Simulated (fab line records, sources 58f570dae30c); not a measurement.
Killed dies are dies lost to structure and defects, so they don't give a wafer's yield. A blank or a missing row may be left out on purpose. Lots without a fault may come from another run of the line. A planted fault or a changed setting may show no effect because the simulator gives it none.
One fault seen from 2 desks | flow berkeley_cmos170 | each desk has only its own numbers; what lay behind them comes last

THE METROLOGY DESK
What the gauges read, lot by lot, whatever tool the lot ran on: means of the sampled wafers that have a number. A lot is out of limits, marked OUT, if its mean lies more than 4 standard deviations from the usual mean; the brackets give that distance.
Columns: A = NLDD_TW at UCB170_NLDD_TW_MEAS_11, usual 2223; B = NSD_TW at UCB170_NSD_TW_MEAS_10, usual 4191; C = NSD_RS at UCB170_SDANNEAL_RS_MEAS_03, usual 37.23 ohm/sq; D = SILICIDE_TI_RS at UCB170_SILICIDE_RS_MEAS_02, usual 27.7 ohm/sq; E = SILICIDE_TI_THK at UCB170_SILICIDE_THK_MEAS_03, usual 27.9 nm
lot  | first seen here | A    | B    | C     | D    | E
L928 | day 7 03:53     | 2216 | 4180 | 37.23 | 27.5 | 28.2
L931 | day 7 17:37     | 2214 | 4180 | 37.26 | 27.8 | 27.9
L930 | day 7 17:53     | 2213 | 4183 | 37.29 | 28.0 | 27.7
L934 | day 8 07:35     | 2219 | 4171 | 37.14 | 27.8 | 27.8
L933 | day 8 07:59     | 2233 | 4183 | 37.40 | 27.4 | 28.5
L936 | day 8 20:25     | 2223 | 4208 | 37.21 | 28.1 | 27.6
L937 | day 9 10:14     | 2226 | 4212 | 37.27 | 27.6 | 27.8
L938 | day 9 10:34     | 2242 | 4201 | 37.27 | 27.1 | 28.3
L943 | day 10 09:31    | 2232 | 4182 | 37.32 | 27.6 | 28.1
L944 | day 10 10:09    | 2221 | 4200 | 37.17 | 27.3 | 28.4
L945 | day 10 16:59    | 2237 | 4166 | 37.18 | 28.4 | 27.2
L947 | day 11 05:52    | 2233 | 4190 | 37.31 | 27.7 | 27.9
L948 | day 11 06:19    | 2228 | 4176 | 37.11 | 28.1 | 27.5
L951 | day 11 21:07    | 2213 | 4194 | 37.29 | 27.6 | 27.9
This desk's finding: nothing out of limits on any of the 14 lots.

THE TOOL OWNER'S DESK: pvd_sputter-03
The tool's own readings at UCB170_SILICIDE_SPUTTER_01 (material Ti, target thk 30 nm, time 23.75 s): means of the sampled wafers that have a number, for each lot that ran on this tool. A lot is out of limits, marked OUT, if its mean lies more than 4 standard deviations from the usual mean; the brackets give that distance.
Columns: A = throttle_valve_pct at UCB170_SILICIDE_SPUTTER_01, usual 29.6 %
lot  | first seen here | A
L928 | day 7 16:01     | 29.5
L931 | day 8 06:01     | 29.6
L937 | day 10 00:41    | 29.3
L944 | day 10 22:23    | 29.2
L945 | day 11 06:50    | 29.7
L948 | day 11 15:27    | 30.0
This desk's finding: nothing out of limits on any of the 6 lots.

PUT TOGETHER
The metrology desk saw nothing out of limits.
The tool owner's desk saw nothing out of limits.

WHAT THE SIMULATOR HAD PUT IN
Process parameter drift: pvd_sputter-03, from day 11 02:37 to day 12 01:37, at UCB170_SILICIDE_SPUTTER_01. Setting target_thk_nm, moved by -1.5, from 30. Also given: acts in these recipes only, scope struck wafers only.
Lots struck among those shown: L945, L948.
